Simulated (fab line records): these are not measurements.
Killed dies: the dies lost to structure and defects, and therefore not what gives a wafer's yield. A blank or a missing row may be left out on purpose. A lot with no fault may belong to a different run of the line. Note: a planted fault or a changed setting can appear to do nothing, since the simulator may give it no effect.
Split-lot study / flow ritCmos / 23 wafers read from 5 lots, route of 202 steps

THE SPLIT
At RIT_GATE_CVD_08 (deposits poly-Si from SiH4, target thk 250 nm, time 2220 s), the setting sih4FlowSccm was moved away from the recipe's 100 sccm on 20 of the 23 wafers read, by -14.9% to +8.0%. For the rest of the wafers, this setting stayed at what the recipe calls for.

There is no step in the file separating the split from the reading.

THE READING
At RIT_GATE_THK_MEAS_09: GATE_POLY_THK, given in nm. On this fab line, fault-free wafers typically give 249.0 nm with a standard deviation of 2.3 nm.

wafer=L075.1; tool, chamber at the split=-, -; sih4FlowSccm as run, sccm=85.1; against the recipe=-14.9%; GATE_POLY_THK, nm=210.7; against lot-mates on the recipe=no lot-mate on the recipe
wafer=L075.2; tool, chamber at the split=-, -; sih4FlowSccm as run, sccm=85.1; against the recipe=-14.9%; GATE_POLY_THK, nm=209.7; against lot-mates on the recipe=no lot-mate on the recipe
wafer=L075.3; tool, chamber at the split=-, -; sih4FlowSccm as run, sccm=85.1; against the recipe=-14.9%; GATE_POLY_THK, nm=211.8; against lot-mates on the recipe=no lot-mate on the recipe
wafer=L075.4; tool, chamber at the split=-, -; sih4FlowSccm as run, sccm=85.1; against the recipe=-14.9%; GATE_POLY_THK, nm=211.4; against lot-mates on the recipe=no lot-mate on the recipe
wafer=L075.6; tool, chamber at the split=-, -; sih4FlowSccm as run, sccm=85.1; against the recipe=-14.9%; GATE_POLY_THK, nm=209.7; against lot-mates on the recipe=no lot-mate on the recipe
wafer=L078.1; tool, chamber at the split=-, -; sih4FlowSccm as run, sccm=93.87; against the recipe=-6.1%; GATE_POLY_THK, nm=234.9; against lot-mates on the recipe=no lot-mate on the recipe
wafer=L078.2; tool, chamber at the split=-, -; sih4FlowSccm as run, sccm=93.87; against the recipe=-6.1%; GATE_POLY_THK, nm=236.7; against lot-mates on the recipe=no lot-mate on the recipe
wafer=L078.4; tool, chamber at the split=-, -; sih4FlowSccm as run, sccm=93.87; against the recipe=-6.1%; GATE_POLY_THK, nm=237.3; against lot-mates on the recipe=no lot-mate on the recipe
wafer=L078.5; tool, chamber at the split=-, -; sih4FlowSccm as run, sccm=93.87; against the recipe=-6.1%; GATE_POLY_THK, nm=234.7; against lot-mates on the recipe=no lot-mate on the recipe
wafer=L078.6; tool, chamber at the split=-, -; sih4FlowSccm as run, sccm=93.87; against the recipe=-6.1%; GATE_POLY_THK, nm=233.9; against lot-mates on the recipe=no lot-mate on the recipe
wafer=L079.1; tool, chamber at the split=lpcvd-01, 0; sih4FlowSccm as run, sccm=100; against the recipe=recipe; GATE_POLY_THK, nm=249.7; against lot-mates on the recipe=-
wafer=L079.3; tool, chamber at the split=lpcvd-01, 0; sih4FlowSccm as run, sccm=100; against the recipe=recipe; GATE_POLY_THK, nm=248.1; against lot-mates on the recipe=-
wafer=L079.6; tool, chamber at the split=lpcvd-01, 0; sih4FlowSccm as run, sccm=100; against the recipe=recipe; GATE_POLY_THK, nm=251.8; against lot-mates on the recipe=-
wafer=L082.1; tool, chamber at the split=-, -; sih4FlowSccm as run, sccm=108; against the recipe=+8.0%; GATE_POLY_THK, nm=270.9; against lot-mates on the recipe=no lot-mate on the recipe
wafer=L082.2; tool, chamber at the split=-, -; sih4FlowSccm as run, sccm=108; against the recipe=+8.0%; GATE_POLY_THK, nm=269.7; against lot-mates on the recipe=no lot-mate on the recipe
wafer=L082.4; tool, chamber at the split=-, -; sih4FlowSccm as run, sccm=108; against the recipe=+8.0%; GATE_POLY_THK, nm=272.7; against lot-mates on the recipe=no lot-mate on the recipe
wafer=L082.5; tool, chamber at the split=-, -; sih4FlowSccm as run, sccm=108; against the recipe=+8.0%; GATE_POLY_THK, nm=269.3; against lot-mates on the recipe=no lot-mate on the recipe
wafer=L082.6; tool, chamber at the split=-, -; sih4FlowSccm as run, sccm=108; against the recipe=+8.0%; GATE_POLY_THK, nm=272.7; against lot-mates on the recipe=no lot-mate on the recipe
wafer=L084.1; tool, chamber at the split=-, -; sih4FlowSccm as run, sccm=94.39; against the recipe=-5.6%; GATE_POLY_THK, nm=232.5; against lot-mates on the recipe=no lot-mate on the recipe
wafer=L084.2; tool, chamber at the split=-, -; sih4FlowSccm as run, sccm=94.39; against the recipe=-5.6%; GATE_POLY_THK, nm=233.4; against lot-mates on the recipe=no lot-mate on the recipe
wafer=L084.3; tool, chamber at the split=-, -; sih4FlowSccm as run, sccm=94.39; against the recipe=-5.6%; GATE_POLY_THK, nm=235.5; against lot-mates on the recipe=no lot-mate on the recipe
wafer=L084.4; tool, chamber at the split=-, -; sih4FlowSccm as run, sccm=94.39; against the recipe=-5.6%; GATE_POLY_THK, nm=233.3; against lot-mates on the recipe=no lot-mate on the recipe
wafer=L084.5; tool, chamber at the split=-, -; sih4FlowSccm as run, sccm=94.39; against the recipe=-5.6%; GATE_POLY_THK, nm=235.0; against lot-mates on the recipe=no lot-mate on the recipe

FIT RESULTS
A straight line over all 23 wafers: GATE_POLY_THK changes by +2.63 nm for each +1% of sih4FlowSccm; r = +1.00; the points scatter about the line by 1.7 nm.
Too few moved wafers have a lot-mate on the recipe to fit a line with each lot's own level taken away.

THE WHOLE CHAIN: every reading that the file lists as answering this split, in the file's order
step=RIT_GATE_CVD_08; what it does=deposits poly-Si from SiH4, target thk 250 nm, time 2220 s; reading=poly-Si_of_GATE_CVD_08.thkNm (the simulator's own value, which no gauge read); change (the file's fit)=+2.64 nm for each +1% of the setting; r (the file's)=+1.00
step=RIT_GATE_THK_MEAS_09; what it does=; reading=GATE_POLY_THK; change (the file's fit)=+2.63 for each +1% of the setting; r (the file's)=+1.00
step=RIT_GATE_ETCH_19; what it does=etches poly-Si in SF6/CHF3/O2, stops on SiO2, time 165 s, target depth 312.5 nm; reading=etch.depthNm (the simulator's own value, which no gauge read); change (the file's fit)=+2.64 nm for each +1% of the setting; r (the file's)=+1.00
step=RIT_GATE_ETCH_19; what it does=etches poly-Si in SF6/CHF3/O2, stops on SiO2, time 165 s, target depth 312.5 nm; reading=GATE.featureDepthNm (the simulator's own value, which no gauge read); change (the file's fit)=+2.64 nm for each +1% of the setting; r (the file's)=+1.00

FILE'S OWN FIT
GATE_POLY_THK changes by +2.63 nm for each +1% of sih4FlowSccm, r = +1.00.
